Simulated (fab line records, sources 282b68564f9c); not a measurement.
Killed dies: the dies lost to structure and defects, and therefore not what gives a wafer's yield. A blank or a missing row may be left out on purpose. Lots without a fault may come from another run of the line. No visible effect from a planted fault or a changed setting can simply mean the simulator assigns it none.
fab line records | flow rit_cmos | part 1 of 2: steps 1 to 33 of 34
record: lots: 5 wafers: 23
route steps=202 shown ACTIVE@4 NWELL@36 PWELL@47 WELLDRIVE@50 PRETRO@65 GATE@81 NLDD@104 PSD@144 SDANNEAL@155 M1@202
start_h: hours from the record's opening day to when the first of the lot's shown wafers began | wait_h: hours elapsed since this lot's preceding step | " the same as in the row above | L1.1+2: several wafers, shown together as one row | - value missing, or start not given | * or withheld: withheld | < > ~ a bound
route shown NAME@n: NAME is a module with steps in the file, n the number in the route of the first one | usual: mean/standard deviation taken from wafers without a fault | same: alike in all rows | chamber/n: place in a boat | sites: readings site by site | _std_site: how widely they spread, as a standard deviation | _edge_site: inner sites' mean taken away from outer sites' mean | radius_mm: for every site, how far away it sits from the centre of the wafer | mask NAME#n: copy n | behind: the most recent tool/chamber to have shaped the wafer | hold: cause of the lot's hold/its duration in hours/its outcome | device: the n, p or np transistor that did not switch | end of line: at the end of the route, the tests of the same wafers | step lacking rows: just its recipe | killed: count of dies lost to structure and defects at first sort (not the wafer's yield) | map: shows each die of a wafer: x if killed, . if not, _ if none is there
set.NAME: the setting the step ran with; set.NAME@STEP: the setting that earlier step ran with | model.NAME: the simulator's own value behind a step, which no gauge read
lots with deliberately changed settings; one table per step, one row per wafer
== steps ==
step: RIT_ACTIVE_CVD_03
recipe: material: Si3N4 target_thk_nm: 150 temp_c: 810 precursor: SiH2Cl2/NH3 time_s: 1500 pressure_mtorr: 300 sih2cl2_flow_sccm: 60 nh3_flow_sccm: 150
columns lot.wafer tool chamber start_h wait_h set.time_s model.Si3N4_of_ACTIVE_CVD_03.thk_nm
L075.1 - - - 0.1 1361 132.7
L075.2 " - " " 1361 133.5
L075.3 " - " " 1361 133.4
L075.5 " - " " 1361 132.4
L075.6 " - " " 1361 132.9
L076.1 - - - 0.1 1381 139.3
L076.2+4 " - " " 1381 139.8
L076.3 " - " " 1381 138
L076.6 " - " " 1381 139.7
L077.1 - - - 0.1 1588 158.7
L077.2 " - " " 1588 157.7
L077.3+6 " - " " 1588 157.8
L077.4 " - " " 1588 158.2
L078.1 - - - 0.1 1638 161.2
L078.2 " - " " 1638 162.8
L078.3 " - " " 1638 161.5
L078.4 " - " " 1638 163
L078.5 " - " " 1638 161.9
L080.1+3 lpcvd-01 1 42.11 0.1 1500 149.7
L080.6 " 1 " " 1500 150.4
step: RIT_ACTIVE_THK_MEAS_04
recipe: reads: Si3N4_of_ACTIVE_CVD_03
usual: ACTIVE_NITRIDE_THK: 149.6/1.6
columns lot.wafer tool chamber start_h wait_h set.time_s@ACTIVE_CVD_03 ACTIVE_NITRIDE_THK[nm]
L075.1 film_metro-03 - - - 1361 132.7
L075.2 " - " " 1361 133.5
L075.3 " - " " 1361 133.4
L075.5 " - " " 1361 132.5
L075.6 " - " " 1361 133.0
L076.1 film_metro-03 - - - 1381 139.4
L076.2 " - " " 1381 139.9
L076.3 " - " " 1381 138.0
L076.4 " - " " 1381 139.8
L076.6 " - " " 1381 139.8
L077.1 film_metro-04 - - - 1588 158.8
L077.2 " - " " 1588 157.6
L077.3 " - " " 1588 157.8
L077.4 " - " " 1588 158.1
L077.6 " - " " 1588 157.8
L078.1 film_metro-01 - - - 1638 161.2
L078.2 " - " " 1638 162.8
L078.3 " - " " 1638 161.6
L078.4 " - " " 1638 163.0
L078.5 " - " " 1638 161.8
L080.1 film_metro-01 - 43.53 0.0 1500 149.6
L080.3 " - " " 1500 149.7
L080.6 " - " " 1500 150.4
step: RIT_ACTIVE_HARDBAKE_12
recipe: resist: NOVOLAK temp_c: 140 time_s: 60
columns lot.wafer tool chamber start_h wait_h set.temp_c
L075.1+3 litho_track-02 0 19.68 0.1 140
L075.2+5+6 " 0 " " 141.7
L076.1+2+6 litho_track-03 0 24.68 0.1 140
L076.3+4 " 0 " " 138.1
L077.1+2+3 litho_track-04 0 29.75 0.1 138.9
L077.4+6 " 0 " " 140
L078.1+4+5 litho_track-04 0 34.61 0.1 140
L078.2+3 " 0 " " 141.2
L080.1+3+6 litho_track-03 0 44.75 0.1 140
step: RIT_ACTIVE_ETCH_13
recipe: stop_on: SiO2 chemistry: SF6 target: Si3N4 time_s: 210 over_etch_frac: 0.4 SF6_flow_sccm: 200 pressure_mtorr: 260 rf_w: 125 target_depth_a: 2100
columns lot.wafer tool chamber start_h wait_h set.time_s@ACTIVE_CVD_03 model.etch.depth_nm model.ACTIVE.feature_depth_nm
L075.1 rie_diel-02 3 19.83 0.1 1361 132.7 135.5
L075.2 " 1 " " 1361 133.5 133.5
L075.3 " 2 " " 1361 133.4 133.4
L075.5 " 2 " " 1361 132.4 132.4
L075.6 " 3 " " 1361 132.9 135.6
L076.1 rie_diel-01 0 24.83 0.1 1381 139.3 139.3
L076.2 " 2 " " 1381 139.8 139.8
L076.3 " 1 " " 1381 138 139.8
L076.4 " 3 " " 1381 139.8 140.1
L076.6 " 2 " " 1381 139.7 139.7
L077.1 rie_diel-04 0 29.90 0.1 1588 158.7 158.7
L077.2 " 3 " " 1588 157.7 157.7
L077.3 " 1 " " 1588 157.8 158.3
L077.4 " 2 " " 1588 158.2 158.2
L077.6 " 2 " " 1588 157.8 157.9
L078.1 rie_diel-04 2 34.76 0.1 1638 161.2 161.2
L078.2 " 0 " " 1638 162.8 162.8
L078.3 " 1 " " 1638 161.5 162
L078.4 " 0 " " 1638 163 163
L078.5 " 2 " " 1638 161.9 162
L080.1 rie_diel-01 0 44.90 0.1 1500 149.7 149.7
L080.3 " 3 " " 1500 149.7 150
L080.6 " 1 " " 1500 150.4 152.3
step: RIT_NWELL_IMPLANT_08
recipe: species: P energy_kev: 170 dose_cm2: 5e+13 tilt_deg: 7
columns lot.wafer tool chamber start_h wait_h set.dose_cm2
L075.1+2+3+5+6 implanter-01 0 25.61 0.2 5e+13
L076.1+3+6 implanter-01 0 32.35 0.2 5e+13
L076.2+4 " 0 " " 4.654e+13
L077.1+2+3+4+6 implanter-03 0 37.71 0.2 5e+13
L078.1+3+5 implanter-04 0 40.99 0.2 4.897e+13
L078.2+4 " 0 " " 5e+13
L080.1+3+6 implanter-03 0 51.87 0.2 5e+13
step: RIT_PWELL_IMPLANT_08
recipe: species: B energy_kev: 170 dose_cm2: 7e+13 tilt_deg: 7
columns lot.wafer tool chamber start_h wait_h set.energy_kev
L075.1+3+5 implanter-02 0 27.16 0.2 164
L075.2+6 " 0 " " 170
L076.1+4 implanter-02 0 34.14 0.2 170
L076.2+3+6 " 0 " " 177.3
L077.1+4 implanter-02 0 39.38 0.2 170
L077.2+3+6 " 0 " " 161.3
L078.1+2+3+4+5 implanter-04 0 42.66 0.2 170
L080.1+3+6 implanter-02 0 53.42 0.2 170
step: RIT_PWELL_STRIP_09
recipe: chemistry: O2 time_s: 180 resist: NOVOLAK platen_temp_c: withheld power_w: 490.3 pressure_mtorr: 4000 o2_flow_sccm: 4000
step: RIT_WELLDRIVE_ANNEAL_00
recipe: temp_c: 1100 time_s: 14700 ambient: N2
step: RIT_WELLDRIVE_RS_MEAS_01
recipe: thk_meas_gauge: four-point-probe
usual: NWELL_RS: 275.8/0.71
columns lot.wafer tool chamber start_h wait_h set.dose_cm2@NWELL_IMPLANT_08 NWELL_RS[ohm/sq]
L075.1 film_metro-02 - 32.63 0.0 5e+13 276.2
L075.2 " - " " 5e+13 276.0
L075.3 " - " " 5e+13 275.4
L075.5 " - " " 5e+13 275.8
L075.6 " - " " 5e+13 275.9
L076.1 film_metro-01 - 39.71 0.0 5e+13 276.2
L076.2 " - " " 4.654e+13 288.5
L076.3 " - " " 5e+13 277.0
L076.4 " - " " 4.654e+13 289.3
L076.6 " - " " 5e+13 276.3
L077.1 film_metro-01 - 44.85 0.0 5e+13 275.9
L077.2 " - " " 5e+13 276.1
L077.3 " - " " 5e+13 276.1
L077.4 " - " " 5e+13 276.4
L077.6 " - " " 5e+13 274.8
L078.1 film_metro-01 - 48.12 0.0 4.897e+13 279.5
L078.2 " - " " 5e+13 275.7
L078.3 " - " " 4.897e+13 279.0
L078.4 " - " " 5e+13 276.1
L078.5 " - " " 4.897e+13 279.3
L080.1 film_metro-02 - 58.89 0.0 5e+13 274.9
L080.3 " - " " 5e+13 274.9
L080.6 " - " " 5e+13 274.0
step: RIT_PRETRO_COAT_01
recipe: resist: NOVOLAK spin_rpm: 2000 resist_thk_nm: 1300
columns lot.wafer tool chamber start_h wait_h set.resist_thk_nm model.NOVOLAK_of_PRETRO_COAT_01.thk_nm
L075.1 litho_track-02 0 34.77 0.1 1229 1234
L075.2+3 " 0 " " 1300 1305
L075.5 " 0 " " 1300 1306
L075.6 " 0 " " 1229 1235
L076.1 litho_track-04 0 41.78 0.1 1236 1236
L076.2 " 0 " " 1236 1240
L076.3 " 0 " " 1300 1305
L076.4 " 0 " " 1300 1299
L076.6 " 0 " " 1300 1301
L077.1+3 litho_track-04 0 46.92 0.1 1300 1301
L077.2 " 0 " " 1325 1328
L077.4 " 0 " " 1325 1322
L077.6 " 0 " " 1325 1324
L078.1 litho_track-04 0 50.37 0.1 1357 1362
L078.2 " 0 " " 1300 1306
L078.3 " 0 " " 1300 1298
L078.4 " 0 " " 1300 1299
L078.5 " 0 " " 1357 1360
L080.1+3 litho_track-03 0 60.83 0.1 1300 1300
L080.6 " 0 " " 1300 1303
step: RIT_PRETRO_DEVELOP_05
recipe: resist: NOVOLAK develop_time_s: 68 dev_temp_c: 23
columns lot.wafer tool chamber start_h wait_h set.develop_time_s
L075.1+3+6 litho_track-03 0 - - 77.11
L075.2+5 " 0 " " 68
L076.1+2+3+4+6 litho_track-04 0 - - 68
L077.1+2 litho_track-02 0 - - 57.97
L077.3+4+6 " 0 " " 68
L078.1+2+5 litho_track-02 0 - - 73.51
L078.3+4 " 0 " " 68
L080.1+3+6 litho_track-02 0 - - 68
step: RIT_PRETRO_HARDBAKE_07
recipe: resist: NOVOLAK temp_c: 140 time_s: 120
columns lot.wafer tool chamber start_h wait_h set.resist_thk_nm@PRETRO_COAT_01 model.NOVOLAK_of_PRETRO_COAT_01.thk_nm
L075.1 litho_track-02 0 35.53 0.0 1229 1080
L075.2+3 " 0 " " 1300 1141
L075.5 " 0 " " 1300 1142
L075.6 " 0 " " 1229 1081
L076.1 litho_track-04 0 42.54 0.0 1236 1082
L076.2 " 0 " " 1236 1085
L076.3 " 0 " " 1300 1141
L076.4 " 0 " " 1300 1136
L076.6 " 0 " " 1300 1138
L077.1 litho_track-03 0 47.68 0.0 1300 1138
L077.2 " 0 " " 1325 1161
L077.3 " 0 " " 1300 1137
L077.4 " 0 " " 1325 1156
L077.6 " 0 " " 1325 1157
L078.1 litho_track-04 0 51.13 0.0 1357 1190
L078.2 " 0 " " 1300 1142
L078.3 " 0 " " 1300 1135
L078.4 " 0 " " 1300 1136
L078.5 " 0 " " 1357 1189
L080.1+3 litho_track-02 0 61.59 0.0 1300 1137
L080.6 " 0 " " 1300 1139
step: RIT_GATE_OXIDATION_05
recipe: temp_c: 900 ambient: O2 target_thk_a: 30 ox_time_s: 270
columns lot.wafer tool chamber start_h wait_h set.temp_c model.SiO2_of_GATE_OXIDATION_05.thk_nm
L075.1 - - - 2.5 900 3.02
L075.2 " - " " 900 3.015
L075.3 " - " " 900 2.992
L075.5 " - " " 900 2.997
L075.6 " - " " 900 3.025
L076.1 - - - 1.2 883.5 2.396
L076.2 " - " " 883.5 2.479
L076.3 " - " " 883.5 2.472
L076.4 " - " " 883.5 2.446
L076.6 " - " " 883.5 2.503
L077.1 - - - 0.1 900 2.986
L077.2 " - " " 900 3.036
L077.3 " - " " 900 2.984
L077.4 " - " " 900 3.002
L077.6 " - " " 900 2.907
L078.1 - - - 0.1 900 3.027
L078.2 " - " " 900 2.993
L078.3 " - " " 900 2.988
L078.4 " - " " 900 2.987
L078.5 " - " " 900 3.002
L080.1 furnace-04 0 62.71 0.1 900 3.018
L080.3 " 0 " " 900 3.033
L080.6 " 0 " " 900 3.024
step: RIT_GATE_ANNEAL_06
recipe: temp_c: 900 time_s: 600 ambient: N2O
step: RIT_GATE_THK_MEAS_07
recipe: reads: SiO2_of_GATE_OXIDATION_05
usual: GATE_OXIDE_THK: 3.04/0.056
columns lot.wafer tool chamber start_h wait_h set.temp_c@GATE_OXIDATION_05 GATE_OXIDE_THK[nm]
L075.1 film_metro-02 - 40.42 0.0 900 3.09
L075.2 " - " " 900 3.07
L075.3 " - " " 900 2.99
L075.5 " - " " 900 3.08
L075.6 " - " " 900 3.05
L076.1 film_metro-01 - 47.39 0.0 883.5 2.41
L076.2 " - " " 883.5 2.50
L076.3 " - " " 883.5 2.46
L076.4 " - " " 883.5 2.44
L076.6 " - " " 883.5 2.50
L077.1 film_metro-02 - 50.12 0.0 900 2.96
L077.2 " - " " 900 3.07
L077.3 " - " " 900 3.03
L077.4 " - " " 900 3.01
L077.6 " - " " 900 2.91
L078.1 film_metro-03 - 53.57 0.0 900 3.01
L078.2 " - " " 900 3.01
L078.3 " - " " 900 2.98
L078.4 " - " " 900 2.94
L078.5 " - " " 900 2.98
L080.1 film_metro-01 - 64.03 0.0 900 3.04
L080.3 " - " " 900 3.08
L080.6 " - " " 900 2.99
step: RIT_GATE_SOFTBAKE_12
recipe: resist: NOVOLAK temp_c: 90 time_s: 60
columns lot.wafer tool chamber start_h wait_h set.temp_c
L075.1+2+3 litho_track-01 0 42.56 0.1 90
L075.5+6 " 0 " " 86.26
L076.1+2+3 litho_track-01 0 49.60 0.1 93.5
L076.4+6 " 0 " " 90
L077.1+2+3 litho_track-04 0 52.16 0.1 91.16
L077.4+6 " 0 " " 90
L078.1+2 litho_track-01 0 55.60 0.1 92.4
L078.3+4+5 " 0 " " 90
L080.1+3+6 litho_track-01 0 66.38 0.1 90
step: RIT_GATE_EXPOSE_13
recipe: mask_id: M6 na: 0.6 source_shape: conventional sigma_outer: 0.6 target_cd_nm: 150 dose_mj: 380
step: RIT_GATE_PEB_14
recipe: resist: NOVOLAK temp_c: withheld time_s: withheld
step: RIT_GATE_DEVELOP_15
recipe: resist: NOVOLAK develop_time_s: 50 dev_temp_c: 23
columns lot.wafer tool chamber start_h wait_h set.temp_c@GATE_SOFTBAKE_12 model.NOVOLAK_of_GATE_COAT_11.thk_nm
L075.1 litho_track-04 0 - - 90 839.3
L075.2 " 0 " " 90 841.6
L075.3 " 0 " " 90 840.2
L075.5 " 0 " " 86.26 850.3
L075.6 " 0 " " 86.26 849.8
L076.1 litho_track-03 0 - - 93.5 832.2
L076.2 " 0 " " 93.5 831.5
L076.3 " 0 " " 93.5 833.1
L076.4 " 0 " " 90 843.1
L076.6 " 0 " " 90 841
L077.1 litho_track-01 0 - - 91.16 837.6
L077.2 " 0 " " 91.16 835.4
L077.3 " 0 " " 91.16 839.6
L077.4 " 0 " " 90 840.3
L077.6 " 0 " " 90 840.2
L078.1 litho_track-03 0 - - 92.4 836.7
L078.2 " 0 " " 92.4 836
L078.3 " 0 " " 90 839.9
L078.4 " 0 " " 90 839.3
L078.5 " 0 " " 90 842.6
L080.1 litho_track-04 0 - - 90 841.9
L080.3 " 0 " " 90 842.6
L080.6 " 0 " " 90 844.3
step: RIT_NLDD_COAT_01
recipe: resist: NOVOLAK spin_rpm: 3250 resist_thk_nm: 1000
columns lot.wafer tool chamber start_h wait_h set.spin_rpm model.NOVOLAK_of_NLDD_COAT_01.thk_nm
L075.1 litho_track-01 0 46.96 0.1 3057 1030
L075.2 " 0 " " 3250 1002
L075.3 " 0 " " 3250 997.8
L075.5 " 0 " " 3057 1034
L075.6 " 0 " " 3057 1028
L076.1 litho_track-01 0 54.15 0.1 3250 1003
L076.2 " 0 " " 3250 998.6
L076.3+6 " 0 " " 3250 1001
L076.4 " 0 " " 3250 1000
L077.1 litho_track-01 0 56.66 0.1 3250 998.4
L077.2 " 0 " " 3398 975
L077.3 " 0 " " 3398 976.5
L077.4 " 0 " " 3398 972.9
L077.6 " 0 " " 3250 997.5
L078.1 litho_track-03 0 60.15 0.1 3250 1002
L078.2 " 0 " " 3250 997.7
L078.3 " 0 " " 3250 1001
L078.4 " 0 " " 3250 999
L078.5 " 0 " " 3250 998.3
L080.1+6 litho_track-01 0 71.63 0.1 3250 1002
L080.3 " 0 " " 3250 1004
step: RIT_NLDD_SOFTBAKE_02
recipe: resist: NOVOLAK temp_c: 90 time_s: 60
step: RIT_NLDD_EXPOSE_03
recipe: mask_id: M7 na: 0.57 target_cd_nm: 40700 dose_mj: 250
step: RIT_NLDD_DEVELOP_05
recipe: resist: NOVOLAK develop_time_s: 50 dev_temp_c: 23
step: RIT_NLDD_HARDBAKE_07
recipe: resist: NOVOLAK temp_c: 140 time_s: 60
columns lot.wafer tool chamber start_h wait_h set.spin_rpm@NLDD_COAT_01 model.NOVOLAK_of_NLDD_COAT_01.thk_nm
L075.1 litho_track-02 0 47.72 0.0 3057 909.6
L075.2 " 0 " " 3250 885.3
L075.3 " 0 " " 3250 881.8
L075.5 " 0 " " 3057 913.5
L075.6 " 0 " " 3057 908.5
L076.1 litho_track-03 0 54.88 0.0 3250 886.8
L076.2 " 0 " " 3250 882.5
L076.3 " 0 " " 3250 885
L076.4 " 0 " " 3250 884
L076.6 " 0 " " 3250 884.9
L077.1 litho_track-01 0 57.40 0.0 3250 882.3
L077.2 " 0 " " 3398 861.9
L077.3 " 0 " " 3398 863.2
L077.4 " 0 " " 3398 860.1
L077.6 " 0 " " 3250 881.5
L078.1 litho_track-02 0 61.01 0.0 3250 885.7
L078.2 " 0 " " 3250 881.8
L078.3 " 0 " " 3250 884.2
L078.4 " 0 " " 3250 882.9
L078.5 " 0 " " 3250 882.3
L080.1 litho_track-03 0 72.49 0.0 3250 885.1
L080.3 " 0 " " 3250 887.7
L080.6 " 0 " " 3250 885.6
step: RIT_PSD_SOFTBAKE_02
recipe: resist: NOVOLAK temp_c: 90 time_s: 60
columns lot.wafer tool chamber start_h wait_h set.temp_c
L075.1+2+3 litho_track-04 0 55.13 0.1 86.85
L075.5+6 " 0 " " 90
L076.1+3+4 litho_track-03 0 61.43 0.1 93.73
L076.2+6 " 0 " " 90
L077.1+2+3+4+6 litho_track-03 0 63.72 0.1 90
L078.1+4+5 litho_track-04 0 67.38 0.1 90
L078.2+3 " 0 " " 93.46
L080.1+3+6 litho_track-03 0 79.04 0.1 90
step: RIT_PSD_EXPOSE_03
recipe: mask_id: M10 na: 0.57 target_cd_nm: 40900 dose_mj: 250
step: RIT_PSD_PEB_04
recipe: resist: NOVOLAK temp_c: withheld time_s: withheld
step: RIT_PSD_DEVELOP_05
recipe: resist: NOVOLAK develop_time_s: 47.92 dev_temp_c: 23
columns lot.wafer tool chamber start_h wait_h set.temp_c@PSD_SOFTBAKE_02 model.NOVOLAK_of_PSD_COAT_01.thk_nm
L075.1 litho_track-03 0 - - 86.85 1015
L075.2 " 0 " " 86.85 1011
L075.3 " 0 " " 86.85 1014
L075.5 " 0 " " 90 1006
L075.6 " 0 " " 90 1004
L076.1 litho_track-03 0 - - 93.73 996.3
L076.2 " 0 " " 90 1005
L076.3 " 0 " " 93.73 998.4
L076.4 " 0 " " 93.73 999.6
L076.6 " 0 " " 90 1007
L077.1 litho_track-04 0 - - 90 998.9
L077.2+3 " 0 " " 90 1001
L077.4 " 0 " " 90 1004
L077.6 " 0 " " 90 999.8
L078.1 litho_track-04 0 - - 90 1002
L078.2 " 0 " " 93.46 994.7
L078.3 " 0 " " 93.46 989.3
L078.4 " 0 " " 90 1001
L078.5 " 0 " " 90 1000
L080.1 litho_track-04 0 - - 90 998.2
L080.3 " 0 " " 90 1001
L080.6 " 0 " " 90 995.5
step: RIT_PSD_IMPLANT_08
recipe: species: BF2 energy_kev: 27 dose_cm2: 5e+15 tilt_deg: 7
columns lot.wafer tool chamber start_h wait_h set.energy_kev model.implant.rp_nm model.implant.drp_nm
L075.1+3 implanter-02 0 56.07 0.1 27 23.28 12.05
L075.2+5+6 " 0 " " 25.65 22.34 11.62
L076.1+4+6 implanter-03 0 62.29 0.1 26.06 21.08 11.75
L076.2+3 " 0 " " 27 21.69 12.05
L077.1+2+3 implanter-03 0 64.71 0.1 27 21.22 12.05
L077.4+6 " 0 " " 28.4 22.09 12.48
L078.1+2+3+4+5 implanter-04 0 68.11 0.1 27 22.54 12.05
L080.1+3+6 implanter-03 0 79.77 0.1 27 22.87 12.05
step: RIT_PSD_STRIP_09
recipe: chemistry: O2 time_s: 180 resist: NOVOLAK platen_temp_c: withheld power_w: 500 pressure_mtorr: 4000 o2_flow_sccm: 4000
step: RIT_SDANNEAL_CLEAN_02
recipe: chemistry: SC2 mix: 3:3:50 time_s: 600 temp_c: 75 dry: n2_spin
step: RIT_SDANNEAL_RTA_03
recipe: temp_c: 1050 time_s: 5 idle_temp_c: 600 ramp_up_c_per_s: 342 ramp_down_c_per_s: 171 cool_to_c: 600 ambient: N2
step: RIT_SDANNEAL_RS_MEAS_04
recipe: thk_meas_gauge: four-point-probe
usual: PSD_RS: 116.1/0.33
columns lot.wafer tool chamber start_h wait_h set.energy_kev@PSD_IMPLANT_08 PSD_RS[ohm/sq]
L075.1 film_metro-01 - 56.94 0.1 27 116.6
L075.2 " - " " 25.65 119.3
L075.3 " - " " 27 116.2
L075.5 " - " " 25.65 119.4
L075.6 " - " " 25.65 119.3
L076.1 film_metro-01 - 63.10 0.0 26.06 118.5
L076.2 " - " " 27 116.4
L076.3 " - " " 27 116.1
L076.4 " - " " 26.06 118.6
L076.6 " - " " 26.06 118.3
L077.1 film_metro-01 - 65.52 0.0 27 116.6
L077.2 " - " " 27 116.7
L077.3 " - " " 27 116.6
L077.4 " - " " 28.4 113.4
L077.6 " - " " 28.4 113.6
L078.1 film_metro-01 - 68.92 0.0 27 116.6
L078.2 " - " " 27 116.3
L078.3 " - " " 27 116.3
L078.4 " - " " 27 116.2
L078.5 " - " " 27 116.4
L080.1 film_metro-03 - 80.64 0.1 27 115.9
L080.3 " - " " 27 115.3
L080.6 " - " " 27 115.8
== key ==
split: step: RIT_ACTIVE_CVD_03 setting: time_s stated: 1500 by: lot
response: step: RIT_ACTIVE_CVD_03 reading: model.Si3N4_of_ACTIVE_CVD_03.thk_nm change: +1.49 per: 1% r: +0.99
response: step: RIT_ACTIVE_THK_MEAS_04 reading: ACTIVE_NITRIDE_THK change: +1.49 per: 1% r: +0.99
response: step: RIT_ACTIVE_ETCH_13 reading: model.etch.depth_nm change: +1.49 per: 1% r: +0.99
response: step: RIT_ACTIVE_ETCH_13 reading: model.ACTIVE.feature_depth_nm change: +1.45 per: 1% r: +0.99
split: step: RIT_ACTIVE_HARDBAKE_12 setting: temp_c stated: 140 by: wafer
response none clear
split: step: RIT_NWELL_IMPLANT_08 setting: dose_cm2 stated: 5e+13 by: wafer
response: step: RIT_WELLDRIVE_RS_MEAS_01 reading: NWELL_RS change: -1.78 per: 1% r: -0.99
split: step: RIT_PWELL_IMPLANT_08 setting: energy_kev stated: 170 by: wafer
response none clear
split: step: RIT_PRETRO_COAT_01 setting: resist_thk_nm stated: 1300 by: wafer
response: step: RIT_PRETRO_COAT_01 reading: model.NOVOLAK_of_PRETRO_COAT_01.thk_nm change: +13.1 per: 1% r: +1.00
response: step: RIT_PRETRO_HARDBAKE_07 reading: model.NOVOLAK_of_PRETRO_COAT_01.thk_nm change: +11.3 per: 1% r: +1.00
split: step: RIT_PRETRO_DEVELOP_05 setting: develop_time_s stated: 68 by: wafer
response none clear
split: step: RIT_GATE_OXIDATION_05 setting: temp_c stated: 900 by: lot
response: step: RIT_GATE_OXIDATION_05 reading: model.SiO2_of_GATE_OXIDATION_05.thk_nm change: +0.296 per: 1% r: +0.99
response: step: RIT_GATE_THK_MEAS_07 reading: GATE_OXIDE_THK change: +0.302 per: 1% r: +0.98
response: step: RIT_M1_PROBE_99 reading: model.etest.pmos_0p3.r_on_ohm_um change: +456 per: 1% r: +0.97
response: step: RIT_M1_PROBE_99 reading: model.etest.nmos_0p15.drive_ua_um change: -45.3 per: 1% r: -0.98
response: step: RIT_M1_PROBE_99 reading: model.etest.nmos_0p3.drive_ua_um change: -28.9 per: 1% r: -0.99
response: step: RIT_M1_PROBE_99 reading: model.etest.nmos_narrow.drive_ua_um change: -29.7 per: 1% r: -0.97
split: step: RIT_GATE_SOFTBAKE_12 setting: temp_c stated: 90 by: wafer
response: step: RIT_GATE_DEVELOP_15 reading: model.NOVOLAK_of_GATE_COAT_11.thk_nm change: -2.26 per: 1% r: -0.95
split: step: RIT_NLDD_COAT_01 setting: spin_rpm stated: 3250 by: wafer
response: step: RIT_NLDD_COAT_01 reading: model.NOVOLAK_of_NLDD_COAT_01.thk_nm change: -5.15 per: 1% r: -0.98
response: step: RIT_NLDD_HARDBAKE_07 reading: model.NOVOLAK_of_NLDD_COAT_01.thk_nm change: -4.5 per: 1% r: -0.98
split: step: RIT_PSD_SOFTBAKE_02 setting: temp_c stated: 90 by: wafer
response: step: RIT_PSD_DEVELOP_05 reading: model.NOVOLAK_of_PSD_COAT_01.thk_nm change: -2.21 per: 1% r: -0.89
split: step: RIT_PSD_IMPLANT_08 setting: energy_kev stated: 27 by: wafer
response: step: RIT_PSD_IMPLANT_08 reading: model.implant.rp_nm change: +0.177 per: 1% r: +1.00
response: step: RIT_PSD_IMPLANT_08 reading: model.implant.drp_nm change: +0.0849 per: 1% r: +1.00
response: step: RIT_SDANNEAL_RS_MEAS_04 reading: PSD_RS change: -0.602 per: 1% r: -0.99
